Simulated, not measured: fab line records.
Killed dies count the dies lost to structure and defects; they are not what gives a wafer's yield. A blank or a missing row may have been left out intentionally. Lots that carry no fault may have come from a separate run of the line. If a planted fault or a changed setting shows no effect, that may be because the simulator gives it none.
fab line records :: flow berkeleyCmos170 :: part 2 of 2: steps 31 to 42 of 42
record
  lots=5
  wafers=15
  lastDay=16
route steps=331 shown PVT@121 GATE@125 FIELD@126 PLDD@145 NLDD@158
lots with no fault: from the same line, run without faults
startH: hours from the record's opening day to when the first of the lot's shown wafers began :: waitH: hours since the lot's step before :: " as in the row above :: L1.1+2: one row covering several wafers at once :: - no value present, or no start provided :: * or withheld: withheld :: < > ~ a bound
route shown NAME@n: a module of which the file shows steps, and the number in the route of the first :: usual: mean/standard deviation taken from wafers without a fault :: same: alike in all rows :: chamber/n: place in a boat :: sites: the reading at each site :: _std_site: their standard deviation :: _edge_site: inner sites' mean taken away from outer sites' mean :: radiusMm: for every site, how far away it sits from the centre of the wafer :: mask NAME#n: copy n :: behind: the last tool/chamber to shape the wafer :: hold: why the lot was held/for how many hours/how that ended :: device: whichever transistor did not switch (one of n, p or np) :: end of line: at the end of the route, the tests of the same wafers :: a step with no rows: only its recipe :: killed: not the wafer's yield, but the dies lost to structure and defects at the first sort :: map: the dies of a wafer, with x for killed, . for not killed, _ for no die there
set.NAME: the setting as run; set.NAME@STEP: as run at that earlier step :: model.NAME: the simulator's own value behind a step, which no gauge read
lots seen at some steps along the route; tables by step, rows by wafer
services: from which hour (startH, from the record's first day; less than 0 if before it) a tool's chamber was out of use, for how many hours, and why
## steps
# step UCB170_PLDD_CD_MEAS_06
# recipe
  targetCdNm=1200
# usual
  cdNm=1200.5/1.3
lot.wafer: L080.3
tool: cdSem-01
chamber: -
startH: 191.42
waitH: -
cdNm: 1202.5

lot.wafer: L080.4
tool: cdSem-01
chamber: -
startH: 191.42
waitH: -
cdNm: 1201.9

lot.wafer: L080.6
tool: cdSem-01
chamber: -
startH: 191.42
waitH: -
cdNm: 1201.8

lot.wafer: L082.1
tool: cdSem-01
chamber: -
startH: 197.92
waitH: -
cdNm: 1200.9

lot.wafer: L082.2
tool: cdSem-01
chamber: -
startH: 197.92
waitH: -
cdNm: 1200.2

lot.wafer: L082.5
tool: cdSem-01
chamber: -
startH: 197.92
waitH: -
cdNm: 1200.7

lot.wafer: L085.1
tool: cdSem-01
chamber: -
startH: 208.58
waitH: -
cdNm: 1200.9

lot.wafer: L085.2
tool: cdSem-01
chamber: -
startH: 208.58
waitH: -
cdNm: 1201.3

lot.wafer: L085.6
tool: cdSem-01
chamber: -
startH: 208.58
waitH: -
cdNm: 1200.1

lot.wafer: L089.1
tool: cdSem-01
chamber: -
startH: 222.58
waitH: -
cdNm: 1199.3

lot.wafer: L089.5
tool: cdSem-01
chamber: -
startH: 222.58
waitH: -
cdNm: 1199.6

lot.wafer: L089.6
tool: cdSem-01
chamber: -
startH: 222.58
waitH: -
cdNm: 1201.9

lot.wafer: L093.3
tool: cdSem-02
chamber: -
startH: 245.28
waitH: -
cdNm: 1200.2

lot.wafer: L093.4
tool: cdSem-02
chamber: -
startH: 245.28
waitH: -
cdNm: 1199.0

lot.wafer: L093.5
tool: cdSem-02
chamber: -
startH: 245.28
waitH: -
cdNm: 1200.9
# step UCB170_PLDD_OVL_MEAS_07
# usual
  PLDD_OVL=-3/5.5
lot.wafer: L080.3
tool: overlay-01
chamber: -
startH: 191.51
waitH: 0.1
PLDD_OVL[nm]: 1

lot.wafer: L080.4
tool: overlay-01
chamber: -
startH: 191.51
waitH: 0.1
PLDD_OVL[nm]: -8

lot.wafer: L080.6
tool: overlay-01
chamber: -
startH: 191.51
waitH: 0.1
PLDD_OVL[nm]: 3

lot.wafer: L082.1
tool: overlay-01
chamber: -
startH: 198.04
waitH: 0.1
PLDD_OVL[nm]: -5

lot.wafer: L082.2
tool: overlay-01
chamber: -
startH: 198.04
waitH: 0.1
PLDD_OVL[nm]: -9

lot.wafer: L082.5
tool: overlay-01
chamber: -
startH: 198.04
waitH: 0.1
PLDD_OVL[nm]: -8

lot.wafer: L085.1
tool: overlay-01
chamber: -
startH: 208.70
waitH: 0.1
PLDD_OVL[nm]: 2

lot.wafer: L085.2
tool: overlay-01
chamber: -
startH: 208.70
waitH: 0.1
PLDD_OVL[nm]: -6

lot.wafer: L085.6
tool: overlay-01
chamber: -
startH: 208.70
waitH: 0.1
PLDD_OVL[nm]: 0

lot.wafer: L089.1
tool: overlay-01
chamber: -
startH: 222.70
waitH: 0.1
PLDD_OVL[nm]: -2

lot.wafer: L089.5
tool: overlay-01
chamber: -
startH: 222.70
waitH: 0.1
PLDD_OVL[nm]: -8

lot.wafer: L089.6
tool: overlay-01
chamber: -
startH: 222.70
waitH: 0.1
PLDD_OVL[nm]: -5

lot.wafer: L093.3
tool: overlay-02
chamber: -
startH: 245.37
waitH: 0.1
PLDD_OVL[nm]: 2

lot.wafer: L093.4
tool: overlay-02
chamber: -
startH: 245.37
waitH: 0.1
PLDD_OVL[nm]: -6

lot.wafer: L093.5
tool: overlay-02
chamber: -
startH: 245.37
waitH: 0.1
PLDD_OVL[nm]: -3
# step UCB170_PLDD_IMPLANT_08
# recipe
  species=BF2
  doseCm2=5e+13
  energyKev=10
  tiltDeg=7
  rotationDeg=0
# usual
  rotationDeg=-0.002/0.019
lot.wafer: L080.3
tool: implanter-04
chamber: 0
startH: 191.59
waitH: 0.1
rotationDeg: -0.003

lot.wafer: L080.4
tool: implanter-04
chamber: 0
startH: 191.59
waitH: 0.1
rotationDeg: -0.005

lot.wafer: L080.6
tool: implanter-04
chamber: 0
startH: 191.59
waitH: 0.1
rotationDeg: 0.009

lot.wafer: L082.1
tool: implanter-01
chamber: 0
startH: 198.08
waitH: 0.0
rotationDeg: 0.011

lot.wafer: L082.2
tool: implanter-01
chamber: 0
startH: 198.08
waitH: 0.0
rotationDeg: 0.000

lot.wafer: L082.5
tool: implanter-01
chamber: 0
startH: 198.08
waitH: 0.0
rotationDeg: 0.007

lot.wafer: L085.1
tool: implanter-01
chamber: 0
startH: 208.74
waitH: 0.0
rotationDeg: 0.010

lot.wafer: L085.2
tool: implanter-01
chamber: 0
startH: 208.74
waitH: 0.0
rotationDeg: 0.023

lot.wafer: L085.6
tool: implanter-01
chamber: 0
startH: 208.74
waitH: 0.0
rotationDeg: -0.011

lot.wafer: L089.1
tool: implanter-04
chamber: 0
startH: 222.73
waitH: 0.0
rotationDeg: 0.004

lot.wafer: L089.5
tool: implanter-04
chamber: 0
startH: 222.73
waitH: 0.0
rotationDeg: -0.002

lot.wafer: L089.6
tool: implanter-04
chamber: 0
startH: 222.73
waitH: 0.0
rotationDeg: 0.007

lot.wafer: L093.3
tool: implanter-04
chamber: 0
startH: 245.44
waitH: 0.1
rotationDeg: 0.023

lot.wafer: L093.4
tool: implanter-04
chamber: 0
startH: 245.44
waitH: 0.1
rotationDeg: -0.001

lot.wafer: L093.5
tool: implanter-04
chamber: 0
startH: 245.44
waitH: 0.1
rotationDeg: -0.026
# step UCB170_PLDD_IMPLANT_09
# recipe
  species=BF2
  doseCm2=5e+13
  energyKev=10
  tiltDeg=7
  rotationDeg=180
# usual
  rotationDeg=180.00/0.045
lot.wafer: L080.3
tool: implanter-04
chamber: 0
startH: 191.74
waitH: 0.1
rotationDeg: 180.14

lot.wafer: L080.4
tool: implanter-04
chamber: 0
startH: 191.74
waitH: 0.1
rotationDeg: 180.03

lot.wafer: L080.6
tool: implanter-04
chamber: 0
startH: 191.74
waitH: 0.1
rotationDeg: 179.89

lot.wafer: L082.1
tool: implanter-01
chamber: 0
startH: 198.23
waitH: 0.1
rotationDeg: 180.02

lot.wafer: L082.2
tool: implanter-01
chamber: 0
startH: 198.23
waitH: 0.1
rotationDeg: 180.06

lot.wafer: L082.5
tool: implanter-01
chamber: 0
startH: 198.23
waitH: 0.1
rotationDeg: 180.01

lot.wafer: L085.1
tool: implanter-01
chamber: 0
startH: 208.89
waitH: 0.1
rotationDeg: 180.02

lot.wafer: L085.2
tool: implanter-01
chamber: 0
startH: 208.89
waitH: 0.1
rotationDeg: 179.98

lot.wafer: L085.6
tool: implanter-01
chamber: 0
startH: 208.89
waitH: 0.1
rotationDeg: 179.99

lot.wafer: L089.1
tool: implanter-04
chamber: 0
startH: 222.88
waitH: 0.1
rotationDeg: 180.02

lot.wafer: L089.5
tool: implanter-04
chamber: 0
startH: 222.88
waitH: 0.1
rotationDeg: 179.98

lot.wafer: L089.6
tool: implanter-04
chamber: 0
startH: 222.88
waitH: 0.1
rotationDeg: 179.95

lot.wafer: L093.3
tool: implanter-04
chamber: 0
startH: 245.59
waitH: 0.1
rotationDeg: 179.91

lot.wafer: L093.4
tool: implanter-04
chamber: 0
startH: 245.59
waitH: 0.1
rotationDeg: 180.06

lot.wafer: L093.5
tool: implanter-04
chamber: 0
startH: 245.59
waitH: 0.1
rotationDeg: 179.96
# step UCB170_PLDD_STRIP_10
# recipe
  chemistry=O2
  powerW=400
  pressureMtorr=3500
  platenTempC=withheld
  o2FlowSccm=400
  overashFraction=0.5
# usual
  drypumpMotorCurrentA=5.7/0.46
  oesProductAu=0.735/0.0046
  stripTimeToEndpointS=21.64/0.054
lot.wafer: L080.3
tool: plasmaAsher-02
chamber: 1
startH: 191.87
waitH: 0.1
drypumpMotorCurrentA: 5.1
oesProductAu: 0.742
rfHoursCounterH: -
stripTimeToEndpointS: 21.53

lot.wafer: L080.4
tool: plasmaAsher-02
chamber: 0
startH: 191.87
waitH: 0.1
drypumpMotorCurrentA: 6.2
oesProductAu: 0.730
rfHoursCounterH: -
stripTimeToEndpointS: 21.61

lot.wafer: L080.6
tool: plasmaAsher-02
chamber: 0
startH: 191.87
waitH: 0.1
drypumpMotorCurrentA: 6.3
oesProductAu: 0.737
rfHoursCounterH: -
stripTimeToEndpointS: 21.59

lot.wafer: L082.1
tool: plasmaAsher-04
chamber: 0
startH: 198.38
waitH: 0.1
drypumpMotorCurrentA: 6.1
oesProductAu: 0.738
rfHoursCounterH: 44
stripTimeToEndpointS: 21.59

lot.wafer: L082.2
tool: plasmaAsher-04
chamber: 1
startH: 198.38
waitH: 0.1
drypumpMotorCurrentA: 5.3
oesProductAu: 0.730
rfHoursCounterH: 44
stripTimeToEndpointS: 21.63

lot.wafer: L082.5
tool: plasmaAsher-04
chamber: 0
startH: 198.38
waitH: 0.1
drypumpMotorCurrentA: 6.1
oesProductAu: 0.739
rfHoursCounterH: -
stripTimeToEndpointS: 21.63

lot.wafer: L085.1
tool: plasmaAsher-02
chamber: 0
startH: 209.04
waitH: 0.1
drypumpMotorCurrentA: 6.2
oesProductAu: 0.741
rfHoursCounterH: 52
stripTimeToEndpointS: 21.58

lot.wafer: L085.2
tool: plasmaAsher-02
chamber: 1
startH: 209.04
waitH: 0.1
drypumpMotorCurrentA: 5.0
oesProductAu: 0.737
rfHoursCounterH: 52
stripTimeToEndpointS: 21.65

lot.wafer: L085.6
tool: plasmaAsher-02
chamber: 0
startH: 209.04
waitH: 0.1
drypumpMotorCurrentA: 6.2
oesProductAu: 0.737
rfHoursCounterH: -
stripTimeToEndpointS: 21.60

lot.wafer: L089.1
tool: plasmaAsher-04
chamber: 0
startH: 223.03
waitH: 0.1
drypumpMotorCurrentA: 6.1
oesProductAu: 0.740
rfHoursCounterH: 47
stripTimeToEndpointS: 21.62

lot.wafer: L089.5
tool: plasmaAsher-04
chamber: 1
startH: 223.03
waitH: 0.1
drypumpMotorCurrentA: 5.3
oesProductAu: 0.735
rfHoursCounterH: -
stripTimeToEndpointS: 21.66

lot.wafer: L089.6
tool: plasmaAsher-04
chamber: 0
startH: 223.03
waitH: 0.1
drypumpMotorCurrentA: 6.1
oesProductAu: 0.729
rfHoursCounterH: -
stripTimeToEndpointS: 21.58

lot.wafer: L093.3
tool: plasmaAsher-03
chamber: 1
startH: 245.73
waitH: 0.1
drypumpMotorCurrentA: 5.5
oesProductAu: 0.740
rfHoursCounterH: -
stripTimeToEndpointS: 21.62

lot.wafer: L093.4
tool: plasmaAsher-03
chamber: 0
startH: 245.73
waitH: 0.1
drypumpMotorCurrentA: 5.7
oesProductAu: 0.738
rfHoursCounterH: -
stripTimeToEndpointS: 21.69

lot.wafer: L093.5
tool: plasmaAsher-03
chamber: 1
startH: 245.73
waitH: 0.1
drypumpMotorCurrentA: 5.5
oesProductAu: 0.734
rfHoursCounterH: -
stripTimeToEndpointS: 21.71
# step UCB170_PLDD_TW_MEAS_11
# usual
  PLDD_TW=1010/8.2
lot.wafer: L080.3
tool: filmMetro-02
chamber: -
startH: 191.96
waitH: 0.1
PLDD_TW: 1008

lot.wafer: L080.4
tool: filmMetro-02
chamber: -
startH: 191.96
waitH: 0.1
PLDD_TW: 1005

lot.wafer: L080.6
tool: filmMetro-02
chamber: -
startH: 191.96
waitH: 0.1
PLDD_TW: 1010

lot.wafer: L082.1
tool: filmMetro-04
chamber: -
startH: 198.48
waitH: 0.1
PLDD_TW: 1007

lot.wafer: L082.2
tool: filmMetro-04
chamber: -
startH: 198.48
waitH: 0.1
PLDD_TW: 1011

lot.wafer: L082.5
tool: filmMetro-04
chamber: -
startH: 198.48
waitH: 0.1
PLDD_TW: 1015

lot.wafer: L085.1
tool: filmMetro-04
chamber: -
startH: 209.14
waitH: 0.1
PLDD_TW: 1012

lot.wafer: L085.2
tool: filmMetro-04
chamber: -
startH: 209.14
waitH: 0.1
PLDD_TW: 1014

lot.wafer: L085.6
tool: filmMetro-04
chamber: -
startH: 209.14
waitH: 0.1
PLDD_TW: 1015

lot.wafer: L089.1
tool: filmMetro-01
chamber: -
startH: 223.13
waitH: 0.1
PLDD_TW: 1005

lot.wafer: L089.5
tool: filmMetro-01
chamber: -
startH: 223.13
waitH: 0.1
PLDD_TW: 1001

lot.wafer: L089.6
tool: filmMetro-01
chamber: -
startH: 223.13
waitH: 0.1
PLDD_TW: 1005

lot.wafer: L093.3
tool: filmMetro-04
chamber: -
startH: 245.81
waitH: 0.1
PLDD_TW: 1016

lot.wafer: L093.4
tool: filmMetro-04
chamber: -
startH: 245.81
waitH: 0.1
PLDD_TW: 1013

lot.wafer: L093.5
tool: filmMetro-04
chamber: -
startH: 245.81
waitH: 0.1
PLDD_TW: 1016
# step UCB170_PLDD_CLEAN_12
# recipe
  chemistry=SPM
  tempC=120
  timeS=600
lot.wafer: L080.3+4+6
tool: wetBench-02
chamber: 2
startH: 192.00
waitH: 0.0

lot.wafer: L082.1+2+5
tool: wetBench-02
chamber: 2
startH: 198.54
waitH: 0.1

lot.wafer: L085.1+2+6
tool: wetBench-04
chamber: 1
startH: 209.36
waitH: 0.2

lot.wafer: L089.1+5+6
tool: wetBench-02
chamber: 1
startH: 223.19
waitH: 0.1

lot.wafer: L093.3+4+5
tool: wetBench-02
chamber: 2
startH: 245.85
waitH: 0.0
# step UCB170_NLDD_HMDS_00
# recipe
  primeTimeS=60
  primeTempC=100
# same
  primeTimeS=60
lot.wafer: L080.3+4+6
tool: lithoTrack-02
chamber: 0
startH: 192.63
waitH: 0.5

lot.wafer: L082.1+2+5
tool: lithoTrack-01
chamber: 0
startH: 198.72
waitH: 0.0

lot.wafer: L085.1+2+6
tool: lithoTrack-03
chamber: 0
startH: 209.93
waitH: 0.4

lot.wafer: L089.1+5+6
tool: lithoTrack-02
chamber: 0
startH: 224.25
waitH: 0.9

lot.wafer: L093.3+4+5
tool: lithoTrack-01
chamber: 0
startH: 246.08
waitH: 0.1
# step UCB170_NLDD_COAT_01
# recipe
  resist=KrF
  spinRpm=1500
  resistThkNm=900
lot.wafer: L080.3+4+6
tool: lithoTrack-02
chamber: 0
startH: 192.78
waitH: 0.1

lot.wafer: L082.1+2+5
tool: lithoTrack-01
chamber: 0
startH: 198.87
waitH: 0.1

lot.wafer: L085.1+2+6
tool: lithoTrack-03
chamber: 0
startH: 210.08
waitH: 0.1

lot.wafer: L089.1+5+6
tool: lithoTrack-02
chamber: 0
startH: 224.40
waitH: 0.1

lot.wafer: L093.3+4+5
tool: lithoTrack-01
chamber: 0
startH: 246.23
waitH: 0.1
# step UCB170_NLDD_SOFTBAKE_02
# recipe
  resist=KrF
  tempC=130
  timeS=60
lot.wafer: L080.3+4+6
tool: lithoTrack-02
chamber: 0
startH: 192.93
waitH: 0.1

lot.wafer: L082.1+2+5
tool: lithoTrack-01
chamber: 0
startH: 199.02
waitH: 0.1

lot.wafer: L085.1+2+6
tool: lithoTrack-03
chamber: 0
startH: 210.23
waitH: 0.1

lot.wafer: L089.1+5+6
tool: lithoTrack-02
chamber: 0
startH: 224.55
waitH: 0.1

lot.wafer: L093.3+4+5
tool: lithoTrack-01
chamber: 0
startH: 246.38
waitH: 0.1
# step UCB170_NLDD_EXPOSE_03
# recipe
  maskId=NSELECT
  na=0.5
  sigmaOuter=0.6
  sourceShape=conventional
  targetCdNm=1200
  doseMj=30
# usual
  reticleTempC=22.99/0.11
lot.wafer: L080.3
tool: krfScanner-02
chamber: 0
startH: 193.19
waitH: 0.2
mask: NSELECT#0
reticleTempC: 22.96

lot.wafer: L080.4
tool: krfScanner-02
chamber: 0
startH: 193.19
waitH: 0.2
mask: NSELECT#0
reticleTempC: 23.00

lot.wafer: L080.6
tool: krfScanner-02
chamber: 0
startH: 193.19
waitH: 0.2
mask: NSELECT#0
reticleTempC: 23.07

lot.wafer: L082.1
tool: krfScanner-02
chamber: 0
startH: 199.29
waitH: 0.2
mask: NSELECT#0
reticleTempC: 23.06

lot.wafer: L082.2
tool: krfScanner-02
chamber: 0
startH: 199.29
waitH: 0.2
mask: NSELECT#0
reticleTempC: 22.93

lot.wafer: L082.5
tool: krfScanner-02
chamber: 0
startH: 199.29
waitH: 0.2
mask: NSELECT#0
reticleTempC: 22.86

lot.wafer: L085.1
tool: krfScanner-02
chamber: 0
startH: 210.38
waitH: 0.1
mask: NSELECT#0
reticleTempC: 22.91

lot.wafer: L085.2
tool: krfScanner-02
chamber: 0
startH: 210.38
waitH: 0.1
mask: NSELECT#0
reticleTempC: 22.95

lot.wafer: L085.6
tool: krfScanner-02
chamber: 0
startH: 210.38
waitH: 0.1
mask: NSELECT#0
reticleTempC: 23.03

lot.wafer: L089.1
tool: krfScanner-02
chamber: 0
startH: -
waitH: -
mask: NSELECT#0
reticleTempC: 23.10

lot.wafer: L089.5
tool: krfScanner-02
chamber: 0
startH: -
waitH: -
mask: NSELECT#0
reticleTempC: 22.98

lot.wafer: L089.6
tool: krfScanner-02
chamber: 0
startH: -
waitH: -
mask: NSELECT#0
reticleTempC: 22.97

lot.wafer: L093.3
tool: krfScanner-01
chamber: 0
startH: 246.52
waitH: 0.1
mask: NSELECT#0
reticleTempC: 22.84

lot.wafer: L093.4
tool: krfScanner-01
chamber: 0
startH: 246.52
waitH: 0.1
mask: NSELECT#0
reticleTempC: 22.93

lot.wafer: L093.5
tool: krfScanner-01
chamber: 0
startH: 246.52
waitH: 0.1
mask: NSELECT#0
reticleTempC: 23.05
# step UCB170_NLDD_PEB_04
# recipe
  pebTempC=130
  pebTimeS=withheld
  resist=KrF
lot.wafer: L080.3+4+6
tool: lithoTrack-02
chamber: 0
startH: 193.80
waitH: 0.6

lot.wafer: L082.1+2+5
tool: lithoTrack-03
chamber: 0
startH: 199.41
waitH: 0.1

lot.wafer: L085.1+2+6
tool: lithoTrack-01
chamber: 0
startH: 210.65
waitH: 0.3

lot.wafer: L089.1+5+6
tool: lithoTrack-03
chamber: 0
startH: -
waitH: -

lot.wafer: L093.3+4+5
tool: lithoTrack-01
chamber: 0
startH: 246.80
waitH: 0.3
## services
tool: rieDiel-01
chamber: 1
startH: 150.52
hours: 4.1
kind: repair

tool: implanter-02
chamber: -
startH: 151.95
hours: 4.0
kind: repair

tool: implanter-04
chamber: -
startH: 154.14
hours: 5.8
kind: pm

tool: krfScanner-01
chamber: -
startH: 155.77
hours: 24.2
kind: repair

tool: implanter-01
chamber: -
startH: 155.90
hours: 5.5
kind: pm

tool: rieDiel-01
chamber: -
startH: 158.96
hours: 0.2
kind: repair

tool: furnace-01
chamber: -
startH: 164.44
hours: 3.3
kind: pm

tool: implanter-03
chamber: -
startH: 166.08
hours: 5.8
kind: repair

tool: furnace-02
chamber: -
startH: 169.67
hours: 4.3
kind: pm

tool: implanter-04
chamber: -
startH: 175.30
hours: 1.3
kind: repair

tool: krfScanner-02
chamber: -
startH: 179.97
hours: 11.6
kind: pm

tool: rieSi-02
chamber: -
startH: 180.36
hours: 2.8
kind: pm

tool: lpcvd-01
chamber: -
startH: 186.67
hours: 6.0
kind: pm

tool: implanter-01
chamber: -
startH: 187.09
hours: 0.6
kind: repair

tool: wetBench-03
chamber: -
startH: 192.54
hours: 1.7
kind: repair

tool: implanter-02
chamber: -
startH: 198.27
hours: 1.7
kind: repair

tool: implanter-04
chamber: -
startH: 207.34
hours: 4.3
kind: pm

tool: krfScanner-02
chamber: -
startH: 222.98
hours: 1.0
kind: pm

tool: rieDiel-01
chamber: -
startH: 223.24
hours: 0.7
kind: repair

tool: krfScanner-01
chamber: -
startH: 225.10
hours: 1.3
kind: pm

tool: furnace-02
chamber: -
startH: 227.91
hours: 3.5
kind: pm

tool: plasmaAsher-02
chamber: -
startH: 229.99
hours: 3.3
kind: repair

tool: implanter-03
chamber: -
startH: 234.55
hours: 1.2
kind: repair

tool: implanter-03
chamber: -
startH: 239.93
hours: 1.9
kind: repair
